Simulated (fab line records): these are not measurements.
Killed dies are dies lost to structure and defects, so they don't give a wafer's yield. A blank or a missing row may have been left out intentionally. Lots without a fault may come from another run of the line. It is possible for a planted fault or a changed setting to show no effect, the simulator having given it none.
8D (eight disciplines) problem report, filled in by code / flow berkeley cmos170 / the parts of the form that need people (team, actions taken, sign-off) are left out

## 1. WHAT WENT WRONG
Mean of run length s at UCB170_V2_CVD_00: 264.9 s across 3 wafers in 2 lots; on wafers with no fault it is 277.7 s (standard deviation 0.66). Relative to the usual mean, that is a shift of -19 standard deviations.
The step: deposits SiO2 from TEOS/O2, target thk 2000 nm, time 250 s.
Seen first at day 9 09:02 on pecvd-03, wafer L809.4. Wafers with a number at this step in the record: 18, from 6 lots. By rule, "out" or "out of limits" means more than 4 standard deviations away from the usual mean. The rest of the wafers with a number are treated as sound.

## 2. WHAT IT IS, WHAT IT ISN'T
question=which readings at this step | is=run length s | is not=heater power w
question=which lots | is=L809, L811 | is not=L810, L819, L825, L827
question=which wafers of those lots | is=L809.4, L811.3, L811.4 | is not=L809.2, L809.6, L811.1
question=read on which tools | is=pecvd-03 | is not=pecvd-04
question=when | is=from day 9 09:02 | is not=up to then (5 sound wafers); but 10 sound wafers of L811, L819, L825, L827 came after

## 3. SUSPECTS, AND WHAT RULES EACH OUT
Counting: any tool at a process step up to the reading remains a suspect provided it ran every lot that is out. Sound lots after the first of them don't rule it out here, since some wafers of a struck lot are sound.
- rie diel-03 at UCB170_M2_ETCH_17 (etches BARC in N2/H2): kept. It ran every lot that is out, first L809 (day 9 08:21).
- plasma asher-02 at UCB170_M2_STRIP_19 (strips in O2): kept. It ran every lot that is out, first L809 (day 9 08:46).
- pecvd-03 at UCB170_V2_CVD_00 (deposits SiO2 from TEOS/O2, target thk 2000 nm, time 250 s): kept. It ran every lot that is out, first L809 (day 9 09:02). Its own run length s readings are out on those wafers.
- Within rie diel-03 at UCB170_M2_ETCH_17: the wafers that are out ran in chambers 0, 3; their sound lot-mates ran in chambers 1, 2.
- In pecvd-03 at UCB170_V2_CVD_00, the wafers that are out were processed in chamber 1 and their sound lot-mates in chambers 0, 2.
Left after counting: rie diel-03 at UCB170_M2_ETCH_17, plasma asher-02 at UCB170_M2_STRIP_19, pecvd-03 at UCB170_V2_CVD_00.

## 4. THE CAUSE (what the simulator had put in)
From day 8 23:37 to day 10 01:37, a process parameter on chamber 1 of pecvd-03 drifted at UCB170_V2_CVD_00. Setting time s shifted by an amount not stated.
Of the 3 suspects that counting leaves, this tool is one.

## 5. THE CHAIN OF EFFECTS, in route order
Rows list readings where the struck wafers' mean (over those with a number) sits beyond 3 standard deviations from the usual. Only readings whose record carries a usual standard deviation are examined. hours: median over the lots of the time between each lot's start at the first step of this table that gives one and its start at this step. sigmas: the change, counted in usual standard deviations.
hours=0; step=UCB170_V2_CVD_00; reading=run length s; usual=277.7 s; on struck wafers=264.9; change=-12.8; sigmas=-19
Process steps it contains:
- UCB170_V2_CVD_00: deposits SiO2 from TEOS/O2, target thk 2000 nm, time 250 s.
Later steps that measure or inspect, where all struck wafers having a row at the step show a number for every such reading and not one has moved that far: UCB170_V2_THK_MEAS_01.

## 6. WHAT WOULD HAVE CAUGHT IT SOONER
The fault began at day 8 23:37; the first out-of-limits reading in this record came at day 9 09:02, 9 hours later.
